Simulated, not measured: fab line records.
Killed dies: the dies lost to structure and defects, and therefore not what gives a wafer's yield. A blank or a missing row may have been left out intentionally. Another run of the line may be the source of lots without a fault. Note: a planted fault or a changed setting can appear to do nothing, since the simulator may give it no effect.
The tool behind it: which one? ; flow berkeley cmos170 ; Sampling: 7 lots, 21 wafers, 2 of 331 route steps

WHAT EACH GAUGE READ, for each wafer
UCB170_M1_CD_MEAS_09 targets a cd of 700 nm.
lot;measured;on;cd nm (nm)
L217;day 8 00:14;cd sem-01;697.8 695.6 697.4
L219;day 8 22:38;cd sem-01;700.1 699.7 701.1
L220;day 8 23:51;cd sem-01;698.6 698.7 699.4
L226;day 10 14:24;cd sem-01;701.7 700.6 700.7
L228;day 10 14:38;cd sem-01;701.4 701.3 699.9
L235;day 12 07:53;cd sem-02;699.0 699.6 698.0
L234;day 12 12:32;cd sem-01;701.3 701.5 699.7

EACH LOT AND THE TOOL THAT RAN IT (in order: tool; ch and the chambers of the sampled wafers; start)
lot;UCB170_CONTACT_CLEAN_00
L217;wet bench-01 ch 3, day 7 15:22
L219;wet bench-01 ch 1, day 8 15:26
L220;wet bench-02 ch 3, day 8 16:17
L226;wet bench-02 ch 0, day 10 08:31
L228;wet bench-02 ch 0, day 10 08:43
L235;wet bench-04 ch 0, day 11 21:16
L234;wet bench-01 ch 3, day 12 01:55
- UCB170_CONTACT_CLEAN_00: cleans in SPM, time 600 s.

THE ANSWER, worked out from the rows above alone
Rule: the usual values come from the lots themselves. Put in order of their means at a reading, lots are off if they are a third of the lots or fewer, leave a main group of 4 or more, and stand apart from it by a gap of 3 or more times the standard deviation of the main group's means; of several such gaps the widest counts. The tables above print the reading to a certain number of digits; a main group whose means all agree to those digits is not used. A lot without any number at a reading at which 4 lots or more have one is off too. The other lots that the step has rows for count as sound.
No lot is off on any of the readings shown, so nothing can be concluded from this.

WHAT THE SIMULATOR HAD PUT IN
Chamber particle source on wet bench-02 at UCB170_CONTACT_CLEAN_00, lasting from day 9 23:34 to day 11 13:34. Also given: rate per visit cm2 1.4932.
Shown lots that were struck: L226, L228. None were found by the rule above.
